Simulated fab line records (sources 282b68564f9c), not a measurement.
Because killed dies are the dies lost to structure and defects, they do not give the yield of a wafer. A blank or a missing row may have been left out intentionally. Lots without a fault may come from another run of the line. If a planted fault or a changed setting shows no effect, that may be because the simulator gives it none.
fab line records	flow rit_cmos
[record] lots = 7	wafers = 21	last_day = 8
route steps=202 shown PWELL@46 WELLDRIVE@50 NWELL@51 NRETRO@53 M1@202
lots untouched by any fault: they come from a run of this same line in which no faults occurred
start_h: hours from the record's opening day to when the first of the lot's shown wafers began	wait_h: time in hours since the lot's previous step	" repeats the value in the row above	L1.1+2: a single row standing in for several wafers	- either no value or no given start	* or withheld: withheld	< > ~ a bound
route shown NAME@n: a module of which the file shows steps, and the number in the route of the first	usual: mean/standard deviation taken from wafers without a fault	same: alike in all rows	chamber/n: place in a boat	sites: the reading at each site	_std_site: how widely they spread, as a standard deviation	_edge_site: inner sites' mean taken away from outer sites' mean	radius_mm: how far each site lies from the wafer's centre	mask NAME#n: copy n	behind: the tool/chamber that last shaped the wafer	hold: cause of the lot's hold/its duration in hours/its outcome	device: which transistor (n, p or np) failed to switch	end of line: tests of these same wafers at the route's end	for a step that has no rows: nothing shown but its recipe	killed: dies that structure and defects cost at the first sort, which is not the same as the wafer's yield	map: per-die view of a wafer (x killed, . not killed, _ where there is no die)
set.NAME: the setting that was run; set.NAME@STEP: the one run at that earlier step	model.NAME: the simulator's own value behind a step, which no gauge read
a table for each step, a row for each wafer; lots at some steps of the route
services: a tool's chamber out of use, with start hour (start_h, from the record's first day; less than 0 if before it), hours out, and reason
[[steps]]
[step RIT_PWELL_HARDBAKE_07]
[recipe] resist = NOVOLAK	temp_c = 140	time_s = 120
[step RIT_PWELL_IMPLANT_08]
[recipe] species = B	energy_kev = 170	dose_cm2 = 7e+13	tilt_deg = 7
[step RIT_PWELL_STRIP_09]
[recipe] chemistry = O2	time_s = 180	resist = NOVOLAK	platen_temp_c = withheld	power_w = 500	pressure_mtorr = 4000	o2_flow_sccm = 4000
[usual] drypump_motor_current_A = 6.0/0.46
lot.wafer	tool	chamber	start_h	wait_h	drypump_motor_current_A	rf_hours_counter_h
L632.3	plasma_asher-03	0	33.63	0.1	6.4	-
L632.4	"	1	"	"	6.4	-
L632.6	"	1	"	"	6.4	-
L635.2	plasma_asher-03	0	47.25	0.1	6.4	39
L635.3	"	0	"	"	6.4	-
L635.5	"	1	"	"	6.4	-
L638.2	plasma_asher-03	0	62.65	0.1	6.4	41
L638.4	"	0	"	"	6.4	-
L638.5	"	0	"	"	6.4	-
L646.2	plasma_asher-03	0	99.60	0.1	6.4	45
L646.3	"	0	"	"	6.4	-
L646.6	"	0	"	"	6.4	-
L647.3	plasma_asher-02	0	105.09	0.1	6.1	-
L647.4	"	1	"	"	5.3	-
L647.5	"	0	"	"	6.1	-
L649.1	plasma_asher-03	1	118.46	0.1	6.4	48
L649.2	"	0	"	"	6.4	48
L649.6	"	1	"	"	6.4	-
L654.4	plasma_asher-01	0	142.90	0.1	5.4	-
L654.5	"	0	"	"	5.4	-
L654.6	"	1	"	"	5.6	-
[step RIT_PWELL_TW_MEAS_10]
[usual] PWELL_TW = 956/4.7
lot.wafer	tool	chamber	start_h	wait_h	PWELL_TW
L632.3	film_metro-02	-	33.77	0.1	958
L632.4	"	-	"	"	957
L632.6	"	-	"	"	963
L635.2	film_metro-03	-	47.43	0.1	958
L635.3	"	-	"	"	960
L635.5	"	-	"	"	952
L638.2	film_metro-01	-	62.83	0.1	955
L638.4	"	-	"	"	956
L638.5	"	-	"	"	960
L646.2	film_metro-02	-	99.79	0.1	961
L646.3	"	-	"	"	960
L646.6	"	-	"	"	960
L647.3	film_metro-02	-	105.23	0.1	960
L647.4	"	-	"	"	962
L647.5	"	-	"	"	957
L649.1	film_metro-02	-	118.63	0.1	961
L649.2	"	-	"	"	955
L649.6	"	-	"	"	959
L654.4	film_metro-02	-	143.04	0.1	950
L654.5	"	-	"	"	954
L654.6	"	-	"	"	954
[step RIT_WELLDRIVE_ANNEAL_00]
[recipe] temp_c = 1100	time_s = 14700	ambient = N2
[step RIT_WELLDRIVE_RS_MEAS_01]
[recipe] thk_meas_gauge = four-point-probe
[usual] NWELL_RS = 275.5/0.88
lot.wafer	tool	chamber	start_h	wait_h	NWELL_RS[ohm/sq]
L632.3	film_metro-02	-	40.63	0.0	274.8
L632.4	"	-	"	"	275.8
L632.6	"	-	"	"	276.0
L635.2	film_metro-01	-	53.17	0.0	275.1
L635.3	"	-	"	"	276.5
L635.5	"	-	"	"	275.2
L638.2	film_metro-03	-	70.23	0.0	276.2
L638.4	"	-	"	"	275.6
L638.5	"	-	"	"	276.2
L646.2	film_metro-03	-	105.06	0.0	277.2
L646.3	"	-	"	"	276.7
L646.6	"	-	"	"	276.0
L647.3	film_metro-01	-	113.20	0.0	275.5
L647.4	"	-	"	"	275.5
L647.5	"	-	"	"	275.7
L649.1	film_metro-01	-	125.50	0.0	274.6
L649.2	"	-	"	"	274.1
L649.6	"	-	"	"	274.5
L654.4	film_metro-03	-	149.87	0.1	276.9
L654.5	"	-	"	"	277.1
L654.6	"	-	"	"	276.7
[step RIT_WELLDRIVE_RS_MEAS_02]
[recipe] thk_meas_gauge = four-point-probe
[usual] PWELL_RS = 429.4/1.1
lot.wafer	tool	chamber	start_h	wait_h	PWELL_RS[ohm/sq]
L632.3	film_metro-02	-	40.75	0.1	430.0
L632.4	"	-	"	"	430.4
L632.6	"	-	"	"	429.9
L635.2	film_metro-01	-	53.29	0.1	429.4
L635.3	"	-	"	"	428.5
L635.5	"	-	"	"	430.2
L638.2	film_metro-03	-	70.35	0.1	429.7
L638.4	"	-	"	"	430.4
L638.5	"	-	"	"	429.8
L646.2	film_metro-03	-	105.18	0.1	428.8
L646.3	"	-	"	"	430.1
L646.6	"	-	"	"	429.3
L647.3	film_metro-01	-	113.32	0.1	427.5
L647.4	"	-	"	"	428.1
L647.5	"	-	"	"	427.3
L649.1	film_metro-01	-	125.62	0.1	427.2
L649.2	"	-	"	"	427.5
L649.6	"	-	"	"	428.7
L654.4	film_metro-03	-	149.99	0.1	429.8
L654.5	"	-	"	"	430.1
L654.6	"	-	"	"	429.5
[step RIT_NRETRO_HMDS_00]
[recipe] prime_time_s = 60	prime_temp_c = 140
[step RIT_NRETRO_COAT_01]
[recipe] resist = NOVOLAK	spin_rpm = 2000	resist_thk_nm = 1300
[step RIT_NRETRO_SOFTBAKE_02]
[recipe] resist = NOVOLAK	temp_c = 90	time_s = 60
[step RIT_NRETRO_EXPOSE_03]
[recipe] mask_id = M4	na = 0.57	target_cd_nm = 43900	dose_mj = 250
[step RIT_NRETRO_PEB_04]
[recipe] resist = NOVOLAK	temp_c = withheld	time_s = withheld
[step RIT_NRETRO_DEVELOP_05]
[recipe] resist = NOVOLAK	develop_time_s = 68	dev_temp_c = 23
lot.wafer	tool	chamber	start_h	wait_h
L632.3+4+6	litho_track-03	0	41	-
L635.2+3+5	litho_track-01	0	54	-
L638.2+4+5	litho_track-04	0	71	-
L646.2+3+6	litho_track-03	0	106	-
L647.3+4+5	litho_track-03	0	114	-
L649.1+2+6	litho_track-03	0	126	-
L654.4+5+6	litho_track-01	0	151	-
[step RIT_NRETRO_OVL_MEAS_06]
[usual] NRETRO_OVL = -0.5/1.4
lot.wafer	tool	chamber	start_h	wait_h	NRETRO_OVL[nm]
L632.3	overlay-01	-	41.94	-	-1.5
L632.4	"	-	"	"	-2.3
L632.6	"	-	"	"	-2.4
L635.2	overlay-02	-	54.49	-	2.5
L635.3	"	-	"	"	2.4
L635.5	"	-	"	"	-0.3
L638.2	overlay-01	-	71.46	-	1.2
L638.4	"	-	"	"	0.9
L638.5	"	-	"	"	-0.1
L646.2	overlay-01	-	106.17	-	-0.8
L646.3	"	-	"	"	-0.9
L646.6	"	-	"	"	0.3
L647.3	overlay-01	-	114.29	-	1.1
L647.4	"	-	"	"	0.9
L647.5	"	-	"	"	1.5
L649.1	overlay-01	-	126.75	-	1.3
L649.2	"	-	"	"	0.0
L649.6	"	-	"	"	-1.3
L654.4	overlay-01	-	151.10	-	-1.2
L654.5	"	-	"	"	-1.0
L654.6	"	-	"	"	-2.8
[step RIT_NRETRO_HARDBAKE_07]
[recipe] resist = NOVOLAK	temp_c = 140	time_s = 120
[step RIT_NRETRO_IMPLANT_08]
[recipe] species = P	energy_kev = 70	dose_cm2 = 1e+13	tilt_deg = 7
[step RIT_NRETRO_STRIP_09]
[recipe] chemistry = O2	time_s = 180	resist = NOVOLAK	platen_temp_c = withheld	power_w = 500	pressure_mtorr = 4000	o2_flow_sccm = 4000
[usual] drypump_motor_current_A = 5.9/0.52
lot.wafer	tool	chamber	start_h	wait_h	drypump_motor_current_A	rf_hours_counter_h
L632.3	plasma_asher-03	1	42.43	0.1	6.4	-
L632.4	"	0	"	"	6.4	-
L632.6	"	0	"	"	6.4	-
L635.2	plasma_asher-03	0	54.92	0.1	6.4	41
L635.3	"	1	"	"	6.3	-
L635.5	"	0	"	"	6.4	-
L638.2	plasma_asher-04	1	71.89	0.1	5.0	44
L638.4	"	0	"	"	6.0	-
L638.5	"	0	"	"	5.9	-
L646.2	plasma_asher-03	0	106.60	0.1	6.4	46
L646.3	"	1	"	"	6.4	-
L646.6	"	1	"	"	6.4	-
L647.3	plasma_asher-02	1	114.77	0.1	5.3	-
L647.4	"	0	"	"	6.1	-
L647.5	"	0	"	"	6.1	-
L649.1	plasma_asher-03	0	127.18	0.1	6.4	48
L649.2	"	1	"	"	6.3	48
L649.6	"	1	"	"	6.4	-
L654.4	plasma_asher-02	1	151.58	0.1	5.2	-
L654.5	"	1	"	"	5.3	-
L654.6	"	0	"	"	6.1	-
[step RIT_NRETRO_TW_MEAS_10]
[usual] NRETRO_TW = 1049/9.8
lot.wafer	tool	chamber	start_h	wait_h	hold	NRETRO_TW
L632.3	film_metro-04	-	42.56	0.1	-	1044
L632.4	"	-	"	"	-	1037
L632.6	"	-	"	"	-	1037
L635.2	film_metro-04	-	55.10	0.1	-	1036
L635.3	"	-	"	"	-	1036
L635.5	"	-	"	"	-	1046
L638.2	film_metro-01	-	72.08	0.1	-	1063
L638.4	"	-	"	"	-	1053
L638.5	"	-	"	"	-	1059
L646.2	film_metro-04	-	106.78	0.1	await_dispo/0.2h/release	219
L646.3	"	-	"	"	await_dispo/0.2h/release	218
L646.6	"	-	"	"	await_dispo/0.2h/release	219
L646.2	film_metro-04	-	107.01	0.2	-	219
L646.3	"	-	"	"	-	219
L646.6	"	-	"	"	-	219
L647.3	film_metro-02	-	114.91	0.1	await_dispo/0.2h/release	228
L647.4	"	-	"	"	await_dispo/0.2h/release	222
L647.5	"	-	"	"	await_dispo/0.2h/release	230
L647.3	film_metro-02	-	115.14	0.2	-	229
L647.4	"	-	"	"	-	223
L647.5	"	-	"	"	-	230
L649.1	film_metro-04	-	127.36	0.1	await_dispo/0.2h/release	229
L649.2	"	-	"	"	await_dispo/0.2h/release	225
L649.6	"	-	"	"	await_dispo/0.2h/release	225
L649.1	film_metro-04	-	127.59	0.2	-	227
L649.2	"	-	"	"	-	224
L649.6	"	-	"	"	-	226
L654.4	film_metro-01	-	151.72	0.1	-	1049
L654.5	"	-	"	"	-	1054
L654.6	"	-	"	"	-	1051
[step RIT_M1_PROBE_99]
[usual] defect_limited_yield = 97.5/1.1	killed_at_contacts = 0.1/0.27	killed_at_front_end = 6.5/2.8	killed_dies = 6.6/2.8	killed_open = 3.5/2	killed_short = 3.2/1.8	sort_bin_3_pad_short = 0.1/0.26	sort_bin_5_function = 1.5/0.72	sort_bin_6_memory = 0.9/0.67	sort_n_pass = 257.4/2.8	sort_yield_pct = 97.5/1.1
[same] gross_dies = 264	killed_at_M0_to_M3 = 0	killed_at_M4_up = 0	killed_at_back_side = 0	killed_at_other = 0
lot.wafer	tool	chamber	start_h	wait_h	defect_limited_yield[%]	killed_at_contacts	killed_at_front_end	killed_dies	killed_open	killed_short	sort_bin_3_pad_short[%]	sort_bin_5_function[%]	sort_bin_6_memory[%]	sort_n_pass	sort_yield_pct[%]
L632.3	prober-02	-	76.12	0.2	95.8	0	11	11	4	7	0.4	1.9	1.9	253.0	95.8
L632.4	prober-02	-	76.17	0.2	96.6	0	9	9	5	4	0.4	1.5	1.5	255.0	96.6
L632.6	prober-02	-	76.27	0.2	95.1	0	13	13	6	7	0	1.9	3.0	251.0	95.1
L635.2	prober-02	-	86.26	0.1	97.3	0	7	7	5	2	0	1.1	1.5	257.0	97.3
L635.3	prober-02	-	86.31	0.2	98.1	1	4	5	3	2	0.4	1.5	0	259.0	98.1
L635.5	prober-02	-	86.41	0.2	98.5	0	4	4	2	2	0.4	0.8	0.4	260.0	98.5
L638.2	prober-01	-	101.54	0.1	99.2	0	2	2	1	1	0	0.8	0	262.0	99.2
L638.4	prober-01	-	101.64	0.2	97.0	0	8	8	6	2	0	1.1	1.9	256.0	97.0
L638.5	prober-01	-	101.69	0.2	98.5	0	4	4	2	2	0	0.4	1.1	260.0	98.5
L654.4	prober-02	-	181.54	0.2	97.0	0	8	8	5	3	0	1.1	1.9	256.0	97.0
L654.5	prober-02	-	181.59	0.2	98.1	1	4	5	2	3	0.4	1.5	0	259.0	98.1
L654.6	prober-02	-	181.64	0.2	97.7	0	6	6	5	1	0.4	1.5	0.4	258.0	97.7
// killed by level:class
L632.3 GATE:geometric_particle:short=2 SILICIDE:geometric_particle:short=2 FOX1:geometric_particle:short=1 FOX1:geometric_particle:open=1 GATE:geometric_particle:open=1 REOX:geometric_particle:short=1 REOX:geometric_particle:open=1 SPACER:geometric_particle:short=1
L632.4 FOX2:geometric_particle:short=2 FOX2:geometric_particle:open=2 REOX:geometric_particle:short=2 SILICIDE:geometric_particle:open=2 FOX1:geometric_particle:open=1
L632.6 FOX1:geometric_particle:short=3 FOX1:geometric_particle:open=2 GATE:geometric_particle:short=2 GATE:geometric_particle:open=2 REOX:geometric_particle:short=2 REOX:geometric_particle:open=1 SPACER:geometric_particle:open=1
L635.2 SPACER:geometric_particle:open=3 GATE:geometric_particle:short=2 GATE:geometric_particle:open=1 SILICIDE:geometric_particle:open=1
L635.3 GATE:geometric_particle:short=1 REOX:geometric_particle:open=1 SPACER:geometric_particle:short=1 SILICIDE:geometric_particle:open=1 CONTACT:geometric_particle:open=1
L635.5 SILICIDE:geometric_particle:short=2 REOX:geometric_particle:open=1 SPACER:geometric_particle:open=1
L638.2 GATE:geometric_particle:short=1 GATE:geometric_particle:open=1
L638.4 SILICIDE:geometric_particle:open=3 FOX1:geometric_particle:open=1 FOX2:geometric_particle:short=1 FOX2:geometric_particle:open=1 GATE:geometric_particle:short=1 GATE:geometric_particle:open=1
L638.5 FOX1:geometric_particle:open=1 FOX2:geometric_particle:short=1 GATE:geometric_particle:short=1 GATE:geometric_particle:open=1
L654.4 SPACER:geometric_particle:open=3 GATE:geometric_particle:short=2 GATE:geometric_particle:open=1 SPACER:geometric_particle:short=1 SILICIDE:geometric_particle:open=1
L654.5 GATE:geometric_particle:open=1 GATE:geometric_particle:short=1 REOX:geometric_particle:short=1 SPACER:geometric_particle:short=1 CONTACT:geometric_particle:open=1
L654.6 GATE:geometric_particle:open=3 SPACER:geometric_particle:open=1 SPACER:geometric_particle:short=1 SILICIDE:geometric_particle:open=1
[[services]]
tool	chamber	start_h	hours	kind
plasma_asher-03	-	19.74	2.1	repair
plasma_asher-01	-	34.36	1.2	repair
plasma_asher-02	-	105.30	1.3	repair
plasma_asher-04	-	108.75	9.0	pm
plasma_asher-04	0	108.75	9.0	vent_cycle
plasma_asher-04	1	108.75	9.0	vent_cycle
plasma_asher-04	0	117.75	-	clean
plasma_asher-04	1	117.75	-	clean
plasma_asher-03	-	144.51	2.1	repair
[[key]]
[first_sign] step = RIT_NRETRO_TW_MEAS_10	reading = visit	direction = added
[effect] step = RIT_NRETRO_TW_MEAS_10	reading = NRETRO_TW	direction = down	sigmas = 84	usual = 1049	struck = 224
met_at RIT_NRETRO_DEVELOP_05
struck_wafers L646.2,L646.3,L646.6,L647.3,L647.4,L647.5,L649.1,L649.2,L649.6
scrapped_behind RIT_NRETRO_TW_MEAS_10 L646.2,L646.3,L646.6,L647.3,L647.4,L647.5,L649.1,L649.2,L649.6
onset_between 41 106
[fault] kind = process_parameter_drift	tool = litho_track-03	chamber = -	onset_h = 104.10	steps = RIT_NRETRO_DEVELOP_05	channel = develop_time_s	offset = *	shape = step	end_h = 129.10	acts_in = *	stated = *
